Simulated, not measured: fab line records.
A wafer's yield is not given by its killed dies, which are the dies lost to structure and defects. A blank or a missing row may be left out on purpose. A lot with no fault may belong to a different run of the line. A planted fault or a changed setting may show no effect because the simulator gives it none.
A struck lot beside a sound one ; flow rit-cmos ; 19 steps out of a route of 202
Sound: the wafers L161.1, L161.2, L161.5. Wafers L170.3, L170.4, L170.6 were the ones struck. Last of all comes the cause.
Each step with rows lists, per side, the tool, then ch with its chambers, then its first start. Under that, the readings that differ: sound wafers ; struck wafers ; difference of the means ; sigmas: that difference in standard deviations of wafers without a fault.
alike: same words and numbers on both sides, and readings whose means sit less than 2 such deviations apart. not compared: any withheld reading, any reading some wafer has no value for, any bound like >300 that may hide the same value, and any number with overlapping values for which the record gives no deviation.
Wherever a step has rows on one side only, a row that says differs or no value, or a row with sigmas, the two part there. Numbers that have no deviation but don't overlap get no sigmas and don't part them. A reading that every wafer of one side lacks parts them only if that side has two wafers or more.

first, 1 step without rows for these wafers: RIT_GATE_CLEAN_04 (cleans in dHF, time 60 s).
RIT_FOX2_THK_MEAS_91:
  sound: film-metro-03 at day 3 04:50; struck: film-metro-03 at day 5 02:59
  alike: FIELD_OXIDE_LEFT_2_THK
then, 2 steps without rows for these wafers: RIT_GATE_OXIDATION_05 (target thk 3 nm, ox time 276.9 s); RIT_GATE_ANNEAL_06 (time 600 s).
RIT_GATE_THK_MEAS_07:
  sound: film-metro-04 at day 3 06:16; struck: film-metro-04 at day 5 04:23
  alike: GATE_OXIDE_THK
then, 1 step without rows for these wafers: RIT_GATE_CVD_08 (deposits poly-Si from SiH4, target thk 250 nm, time 2220 s).
RIT_GATE_THK_MEAS_09:
  sound: film-metro-01 at day 3 08:02; struck: film-metro-03 at day 5 06:03
  alike: GATE_POLY_THK
then, 5 steps without rows for these wafers: RIT_GATE_HMDS_10 (prime time 60 s); RIT_GATE_COAT_11 (resist thk 850 nm); RIT_GATE_SOFTBAKE_12 (time 60 s); RIT_GATE_EXPOSE_13 (exposes mask M6, target cd 150 nm); RIT_GATE_PEB_14.
RIT_GATE_DEVELOP_15: develop time 50 s.
  sound on litho-track-01 ch 0, day 3 09:00; struck on litho-track-03 ch 0, day 5 06:00
reading;sound;struck;difference;sigmas
developer-temp-C (C);22.92 22.96 22.91;23.67 23.76 23.69;+0.78;+8
RIT_GATE_CD_MEAS_16: target cd 150 nm.
  sound: cd-sem-02 at day 3 09:08; struck: cd-sem-02 at day 5 07:01
  alike: cd-nm
RIT_GATE_OVL_MEAS_17:
  sound: overlay-02 at day 3 09:15; struck: overlay-01 at day 5 07:07
  alike: GATE_OVL
then, 1 step without rows for these wafers: RIT_GATE_HARDBAKE_18 (time 60 s).
RIT_GATE_ETCH_19: etches poly-Si in SF6/CHF3/O2, stops on SiO2, time 165 s, target depth 312.5 nm.
  sound on rie-si-01 ch 1,3, day 3 09:26; struck on rie-si-01 ch 2,3, day 5 07:17
  alike: drypump-motor-current-A, he-backside-leak-sccm, oes-product-au, throttle-valve-pct
  not compared: rf-hours-counter-h, model.GATE.cd-nm
RIT_GATE_STRIP_20: strips in O2, time 180 s.
  sound on plasma-asher-04 ch 0,1, day 3 09:33; struck on plasma-asher-01 ch 0,1, day 5 07:28
  alike: drypump-motor-current-A, rf-refl-power-W
  not compared: rf-hours-counter-h
RIT_M1_PROBE_99:
  sound: prober-02 at day 4 05:41; struck: prober-01 at day 6 03:46
  alike: killed-at-contacts, killed-at-front-end, killed-dies, killed-on-rim, killed-open, killed-short
  not compared: model.etest.ppoly-line.line-ohm-um, model.etest.npoly-line.width-nm, model.etest.ppoly-line.width-nm

== WHERE THEY PART ==
Only at RIT_GATE_DEVELOP_15, as far as this record shows. Later steps at which nothing parts them and some readings are alike: RIT_GATE_CD_MEAS_16, RIT_GATE_OVL_MEAS_17, RIT_GATE_ETCH_19, RIT_GATE_STRIP_20, RIT_M1_PROBE_99.

WHY: whatever the simulator had introduced
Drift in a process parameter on litho-track-03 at RIT_GATE_DEVELOP_15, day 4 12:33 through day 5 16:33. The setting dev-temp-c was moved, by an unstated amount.
